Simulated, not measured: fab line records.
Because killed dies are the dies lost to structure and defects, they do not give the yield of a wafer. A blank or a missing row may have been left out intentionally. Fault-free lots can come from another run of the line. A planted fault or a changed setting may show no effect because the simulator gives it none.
Which tool is to blame? -- flow rit-cmos -- Sampling: 14 lots, 42 wafers, 2 of 202 route steps

WHAT EACH GAUGE READ, for each wafer
The record lacks any reading of a measuring or inspecting step that a usual standard deviation could be used to judge.

WHICH TOOL RAN EACH LOT (tool, then ch and the chambers of the sampled wafers, then the start)
lot,RIT_M1_METAL_ETCH_12,RIT_M1_PROBE_99
L299,"rie-metal-01 ch 0,1, day 3 08:55","prober-02, day 3 14:32"
L300,"rie-metal-04 ch 0,1, day 3 11:38","prober-01, day 3 14:32"
L301,"rie-metal-02 ch 0,1, day 3 15:56","prober-01, day 3 18:14"
L302,"rie-metal-01 ch 1, day 3 23:19","prober-02, day 4 01:44"
L303,"rie-metal-04 ch 1, day 4 06:59","prober-01, day 4 09:14"
L304,"rie-metal-02 ch 0,1, day 4 09:46","prober-02, day 4 12:04"
L309,"rie-metal-04 ch 0,1, day 5 13:32","prober-01, day 5 17:15"
L312,"rie-metal-04 ch 0,1, day 6 01:29","prober-02, day 6 03:44"
L314,"rie-metal-01 ch 0,1, day 6 14:25","prober-02, day 6 16:40"
L315,"rie-metal-01 ch 0,1, day 6 16:26","prober-01, day 6 18:41"
L317,"rie-metal-01 ch 0,1, day 7 02:04","prober-01, day 7 04:19"
L319,"rie-metal-01 ch 0,1, day 7 11:14","prober-01, day 7 13:36"
L320,"rie-metal-02 ch 0,1, day 7 15:40","prober-02, day 7 19:40"
L322,"rie-metal-01 ch 0,1, day 8 01:31","prober-02, day 8 03:46"
- RIT_M1_METAL_ETCH_12: etches Al in Cl2/BCl3, stops on SiO2, time 165 s, target depth 600 nm.
- RIT_M1_PROBE_99

AS READ BY THE TOOLS THEMSELVES (means over the sampled wafers that have a number; for cases with no such wafer, the mark the record gives instead)
RIT_M1_METAL_ETCH_12.
lot,tool,drypump-motor-current-A (A),oes-product-au (a.u.),run-length-s (s),throttle-valve-pct (%)
L299,rie-metal-01,5.2,0.788,193.7,8.26
L300,rie-metal-04,5.6,0.804,192.9,8.28
L301,rie-metal-02,5.7,0.792,193.5,8.33
L302,rie-metal-01,5.8,0.781,193.7,8.23
L303,rie-metal-04,5.5,0.807,193.5,8.23
L304,rie-metal-02,5.6,0.800,193.4,8.34
L309,rie-metal-04,5.6,0.970,166.4,8.30
L312,rie-metal-04,5.6,0.964,166.4,8.31
L314,rie-metal-01,5.6,0.782,193.7,8.24
L315,rie-metal-01,5.6,0.788,193.8,8.24
L317,rie-metal-01,5.6,0.782,193.5,8.24
L319,rie-metal-01,5.5,0.787,193.8,8.24
L320,rie-metal-02,5.7,0.795,193.3,8.32
L322,rie-metal-01,5.2,0.785,193.8,8.27

RIT_M1_PROBE_99.
lot,tool,defect-limited-yield (%),killed-at-contacts,killed-at-front-end,killed-dies,killed-open,killed-short,sort_bin_3_pad_short (%),sort_bin_5_function (%),sort_bin_6_memory (%),sort-n-pass,sort-yield-pct (%)
L299,prober-02,96.5,0.0,9,9.3,4.0,5.3,0.1,2.3,1.1,254.7,96.5
L300,prober-01,97.3,0.0,7,7.0,3.7,3.3,0.1,1.5,1.0,257.0,97.3
L301,prober-01,98.2,0.0,5,4.7,2.3,2.3,0.1,1.0,0.6,259.3,98.2
L302,prober-02,97.6,0.0,6,6.3,4.0,2.3,0.1,1.5,0.8,257.7,97.6
L303,prober-01,98.5,0.0,4,4.0,2.0,2.0,0.0,1.0,0.5,260.0,98.5
L304,prober-02,96.1,0.0,10,10.3,3.7,6.0,0.1,1.9,1.9,253.7,96.1
L309,prober-01,95.8,0.3,11,11.0,5.0,6.0,0.1,2.5,1.5,253.0,95.8
L312,prober-02,96.1,0.3,10,10.3,5.3,5.0,0.1,2.3,1.5,253.7,96.1
L314,prober-02,97.4,0.0,7,6.7,3.7,3.0,0.0,1.5,1.0,257.3,97.4
L315,prober-01,97.8,0.3,5,5.7,2.3,3.3,0.1,1.0,1.0,258.3,97.8
L317,prober-01,97.5,0.0,7,6.7,3.7,3.0,0.1,1.5,0.9,257.3,97.5
L319,prober-01,97.2,0.3,7,7.3,3.0,4.3,0.0,1.2,1.5,256.7,97.2
L320,prober-02,97.2,0.0,7,7.3,3.0,4.3,0.1,1.8,0.9,256.7,97.2
L322,prober-02,97.7,0.0,6,6.0,2.3,3.7,0.1,1.4,0.8,258.0,97.7

THE ANSWER, worked out from the rows above alone
Rule: the lots themselves supply what counts as usual. Put in order of their means at a reading, lots are off if they are a third of the lots or fewer, leave a main group of 4 or more, and stand apart from it by a gap of 3 or more times the standard deviation of the main group's means; of several such gaps the widest counts. The tables above print the reading to a certain number of digits; a main group whose means all agree to those digits is not used. A lot without any number at a reading at which 4 lots or more have one is off too. Any other lot the step has rows for is counted as sound. After the gauges, taken in route order, come the tools' own readings; for these a lot's mean is taken, as printed above. At the first step where some lot is off, the reading lying furthest off is the one used; lots without a number count as furthest.
Off, at RIT_M1_METAL_ETCH_12 on run-length-s: L309, L312. Mean 193.6 s and standard deviation 0.25 in the main group.
If a tool, at that step or one of the process steps before it, ran each lot that is off and ran no sound lot following the first of them, it fits. One fits: RIT_M1_METAL_ETCH_12 on rie-metal-04. A fault onset in the window from L303 (day 4 06:59, its last sound lot) to L309 (day 5 13:32, its first lot off) fits.
The tool's own readings at RIT_M1_METAL_ETCH_12 bear it out: on the lots that are off they differ by more than 5 times the standard deviation of the sound lots' means. oes-product-au reads 0.967 a.u. there against 0.791 a.u. on the sound lots; run-length-s reads 166.4 s there against 193.6 s on the sound lots.

WHAT WAS PUT IN BY THE SIMULATOR
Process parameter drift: rie-metal-04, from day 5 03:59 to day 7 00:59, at RIT_M1_METAL_ETCH_12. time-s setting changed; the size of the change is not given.
Struck lots among those shown: L309, L312. This agrees with what the rule above found.
